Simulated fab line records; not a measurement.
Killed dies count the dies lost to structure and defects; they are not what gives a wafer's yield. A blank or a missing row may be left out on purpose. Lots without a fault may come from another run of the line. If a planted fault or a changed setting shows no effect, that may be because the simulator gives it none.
Which tool is to blame? -- flow berkeley cmos170 -- 13 lots with 39 wafers sampled at 3 steps, on a route of 331 steps

WHAT THE GAUGES SHOWED, per wafer
UCB170_M2_OVL_MEAS_16. Usual: M2_OVL typically reads -1 nm, with standard deviation 5.6.
lot,measured,on,M2_OVL (nm),flag
L833,day 7 08:56,overlay-01,-1 -4 3,
L834,day 7 11:40,overlay-02,-4 4 -1,
L836,day 8 04:23,overlay-02,0 -4 3,
L835,day 8 04:49,overlay-01,8 -2 -4,
L838,day 8 13:19,overlay-02,-4 2 1,
L839,day 9 00:38,overlay-01,-1 0 8,
L840,day 9 00:58,overlay-02,-1 -1 5,
L841,day 9 01:31,overlay-01,4 -13 1,
L842,day 9 07:11,overlay-01,-8 -17 -17,
L844,day 10 02:20,overlay-02,-3 -3 -1,
L853,day 11 09:22,overlay-02,-3 0 5,
L850,day 11 09:58,overlay-01,-15 -16 -3,
L851,day 11 09:40,overlay-01,4 -4 4,

WHICH TOOL RAN EACH LOT (tool, then ch and the chambers of the sampled wafers, then the start)
lot,UCB170_CONTACT_CLEAN_20,UCB170_M2_SPUTTER_01
L833,"wet bench-01 ch 2, day 6 20:24","pvd sputter-03, day 7 05:01"
L834,"wet bench-01 ch 1, day 7 00:29","pvd sputter-04, day 7 09:23"
L836,"wet bench-02 ch 3, day 7 16:23","pvd sputter-01, day 8 02:07"
L835,"wet bench-04 ch 3, day 7 16:56","pvd sputter-04, day 8 02:22"
L838,"wet bench-04 ch 0, day 8 02:25","pvd sputter-01, day 8 11:00"
L839,"wet bench-01 ch 3, day 8 14:26","pvd sputter-03, day 8 22:32"
L840,"wet bench-01 ch 2, day 8 16:22","pvd sputter-01, day 8 22:47"
L841,"wet bench-04 ch 3, day 8 16:36","pvd sputter-04, day 8 23:20"
L842,"wet bench-04 ch 3, day 8 16:47","pvd sputter-03, day 9 04:41"
L844,"wet bench-01 ch 3, day 9 17:05","pvd sputter-04, day 10 00:16"
L853,"wet bench-02 ch 3, day 10 18:40","pvd sputter-01, day 11 05:58"
L850,"wet bench-02 ch 3, day 10 18:51","pvd sputter-01, day 11 06:22"
L851,"wet bench-02 ch 0, day 10 19:16","pvd sputter-04, day 11 06:15"
- UCB170_CONTACT_CLEAN_20: cleans in SPM, time 600 s.
- UCB170_M2_SPUTTER_01: material Al, target thk 900 nm, time 120 s.

WHAT THE TOOLS THEMSELVES READ (means of the sampled wafers that have a number; where no wafer has one, the mark that the record gives instead)
UCB170_M2_SPUTTER_01. Usual: chamber pressure pa 0.5001 Pa, standard deviation 0.0011; throttle valve pct 29.7 %, standard deviation 0.95.
lot,tool,chamber pressure pa (Pa),throttle valve pct (%),flag
L833,pvd sputter-03,0.5009,28.8,
L834,pvd sputter-04,0.5004,30.2,
L836,pvd sputter-01,0.4994,30.6,
L835,pvd sputter-04,0.5002,30.2,
L838,pvd sputter-01,0.4991,30.5,
L839,pvd sputter-03,0.5004,29.1,
L840,pvd sputter-01,0.5014,30.3,
L841,pvd sputter-04,0.4997,29.8,
L842,pvd sputter-03,0.5002,29.3,
L844,pvd sputter-04,0.4992,30.1,
L853,pvd sputter-01,0.5005,30.3,
L850,pvd sputter-01,0.4988,30.6,
L851,pvd sputter-04,0.5002,29.8,

THE ANSWER, worked out from the rows above alone
Rule: a lot counts as off when the mean over its wafers that have a number is more than 3 standard deviations away from the usual mean. Also off: a lot with no number at a reading for which 4 or more lots have one. Where the step has rows for the other lots, those lots are counted as sound. Order of review: gauges by route order, followed by the tools' own readings, for which a lot's mean as printed above is used. At the first step where some lot is off, the reading lying furthest off is the one used; lots without a number count as furthest.
No lot is off at any reading shown: from this, nothing can be told.

WHAT THE SIMULATOR HAD INSERTED
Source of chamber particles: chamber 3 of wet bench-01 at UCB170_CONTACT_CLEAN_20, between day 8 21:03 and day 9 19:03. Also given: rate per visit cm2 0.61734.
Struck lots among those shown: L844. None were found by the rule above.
